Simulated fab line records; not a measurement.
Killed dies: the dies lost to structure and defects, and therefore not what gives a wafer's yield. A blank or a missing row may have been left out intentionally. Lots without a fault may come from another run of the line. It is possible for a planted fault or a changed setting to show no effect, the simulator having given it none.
Which tool is to blame? + flow berkeley_cmos170 + 40 wafers from 14 lots sampled at 3 of the route's 331 steps

WHAT THE GAUGES SHOWED, per wafer
UCB170_PFIELD_TW_MEAS_09. Usual: PFIELD_TW 609, standard deviation 7.4.
| lot  | measured    | on            | PFIELD_TW   | flag |
|------|-------------|---------------|-------------|------|
| L135 | day 5 12:32 | film_metro-02 | 606 606 609 |      |
| L140 | day 5 21:27 | film_metro-02 | 607 607 611 |      |
| L139 | day 5 21:41 | film_metro-01 | 603 610 603 |      |
| L138 | day 5 21:55 | film_metro-02 | 609 608 608 |      |
| L141 | day 6 14:17 | film_metro-02 | 611 603 606 |      |
| L142 | day 6 14:31 | film_metro-01 | 601 598 602 |      |
| L146 | day 7 04:16 | film_metro-01 | 602 599 597 |      |
| L144 | day 7 04:32 | film_metro-04 | 618 618 618 |      |
| L150 | day 7 16:30 | film_metro-04 | 613 617 619 |      |
| L147 | day 7 16:43 | film_metro-01 | 598 602 599 |      |
| L149 | day 7 17:31 | film_metro-04 | 615         |      |
| L154 | day 8 10:57 | film_metro-04 | 617 617 619 |      |
| L157 | day 8 20:21 | film_metro-04 | 620 617 618 |      |
| L156 | day 8 22:09 | film_metro-02 | 605 610 604 |      |

UCB170_SACOX_THK_MEAS_02. Usual: SACOX_OXIDE_THK 14.4 nm, standard deviation 0.33.
| lot  | measured    | on            | SACOX_OXIDE_THK (nm) | flag |
|------|-------------|---------------|----------------------|------|
| L135 | day 6 06:58 | film_metro-03 | 14.5 14.6 14.7       |      |
| L140 | day 6 17:29 | film_metro-01 | 14.9 14.8 14.8       |      |
| L139 | day 6 17:32 | film_metro-02 | 14.8 14.9 15.0       |      |
| L138 | day 6 17:28 | film_metro-03 | 14.8 14.9 14.6       |      |
| L141 | day 7 09:31 | film_metro-02 | 14.3 14.4 14.2       |      |
| L142 | day 7 09:30 | film_metro-03 | 14.6 14.5 14.6       |      |
| L146 | day 7 20:57 | film_metro-01 | 14.1 14.2 14.1       |      |
| L144 | day 7 20:56 | film_metro-03 | 14.1 14.0 13.9       |      |
| L150 | day 8 07:25 | film_metro-01 | 14.3 14.7 14.3       |      |
| L147 | day 8 07:26 | film_metro-02 | 14.5 14.4 14.3       |      |
| L149 | day 8 07:26 | film_metro-03 | 14.3                 |      |
| L154 | day 9 08:03 | film_metro-01 | 14.3 14.5 14.3       |      |
| L157 | day 9 22:47 | film_metro-01 | 14.1 13.9 13.9       |      |
| L156 | day 9 22:44 | film_metro-03 | 14.1 13.8 13.9       |      |

UCB170_GATE_THK_MEAS_05. Usual: GATE_POLY_THK 213.9 nm, standard deviation 2.4.
| lot  | measured     | on            | GATE_POLY_THK (nm) | flag |
|------|--------------|---------------|--------------------|------|
| L135 | day 7 04:23  | film_metro-03 | 212.1 213.4 214.3  |      |
| L140 | day 7 17:56  | film_metro-01 | 214.7 214.8 214.7  |      |
| L139 | day 7 17:58  | film_metro-03 | 210.6 213.6 210.0  |      |
| L138 | day 7 17:55  | film_metro-02 | 211.6 212.4 211.4  |      |
| L141 | day 8 09:17  | film_metro-03 | 216.0 212.9 215.7  |      |
| L142 | day 8 09:16  | film_metro-02 | 211.6 212.6 212.2  |      |
| L146 | day 8 20:25  | film_metro-02 | 211.0 211.9 210.3  |      |
| L144 | day 8 20:23  | film_metro-01 | 209.8 211.4 209.9  |      |
| L150 | day 9 09:12  | film_metro-03 | 212.7 213.4 212.9  |      |
| L147 | day 9 09:09  | film_metro-02 | 212.9 214.6 212.3  |      |
| L149 | day 9 09:13  | film_metro-02 | 216.7              |      |
| L154 | day 10 13:25 | film_metro-01 | 216.5 217.6 218.0  |      |
| L157 | day 10 18:26 | film_metro-02 | 214.9 213.9 213.1  |      |
| L156 | day 10 18:26 | film_metro-01 | 212.2 210.7 213.3  |      |

WHAT TOOL EACH LOT RAN ON (gives the tool, then ch and the chambers of the sampled wafers, and finally the start)
No process step before these readings appears in the record.

AS READ BY THE TOOLS THEMSELVES (means over the sampled wafers that have a number; for cases with no such wafer, the mark the record gives instead)
The record holds no such reading with a usual standard deviation.

THE ANSWER, worked out from the rows above alone
Rule: take the mean of a lot's wafers that have a number; if it is more than 3 standard deviations from the usual mean, the lot is off. A lot without any number at a reading at which 4 lots or more have one is off too. All remaining lots with rows at the step are treated as sound. The gauges are gone through in route order, then the tools' own readings, and for those a lot's mean is taken as printed above. At the first step where some lot is off, the reading lying furthest off is the one used; lots without a number count as furthest.
No lot is off on any of the readings shown, so nothing can be concluded from this.

WHAT THE SIMULATOR HAD INSERTED
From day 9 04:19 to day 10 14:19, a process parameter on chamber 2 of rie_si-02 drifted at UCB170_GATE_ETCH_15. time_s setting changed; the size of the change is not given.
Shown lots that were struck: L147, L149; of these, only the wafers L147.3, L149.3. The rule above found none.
